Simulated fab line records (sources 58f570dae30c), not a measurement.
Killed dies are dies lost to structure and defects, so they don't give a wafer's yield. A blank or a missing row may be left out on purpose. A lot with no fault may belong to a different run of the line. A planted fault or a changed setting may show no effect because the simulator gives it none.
Chamber matching -- flow berkeley cmos170 -- UCB170_V1_ETCH_14 on rie diel-04 has 4 sister chambers
The step etches SiO2 in CHF3/CF4/Ar, stops on Al, target depth 1250 nm, time 291 s. 4 wafers are shown with their chamber, then 7 later ones without.

## WAFERS WITH THEIR CHAMBER
wafer,chamber,throttle valve pct (%)
L084.1,0,7.00
L084.2,3,7.15
L088.1,1,7.11
L088.4,2,6.83

## WAFERS WHOSE CHAMBER IS MISSING
wafer,throttle valve pct (%)
L088.6,7.13
L093.2,7.10
L093.3,7.14
L093.4,6.84
L094.2,6.99
L094.4,7.12
L094.6,7.13

## THE CHAMBER EACH PASSED THROUGH
wafer,from the rows above,in truth
L088.6,can't be placed: 1 or 3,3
L093.2,1,1
L093.3,can't be placed: 3 or 1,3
L093.4,2,2
L094.2,0,0
L094.4,can't be placed: 1 or 3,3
L094.6,can't be placed: 1 or 3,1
Placed correctly: 3 of 7. Can't be placed from these rows: 4 (the true chamber is among the candidates in 4). Placed wrongly: 0.
How it was worked out, from the rows above alone: a wafer's distance from a chamber is the root of the sum, over the readings, of the square of ((its reading less the chamber's mean) divided by the reading's scatter). The wafer belongs to the nearest chamber; if the next one is less than 2 further off, it can't be placed. A chamber's mean is the mean of its shown wafers. The scatter: with one shown wafer a chamber, the root of the mean of the squares of how far each hidden wafer lies from its nearest shown one.
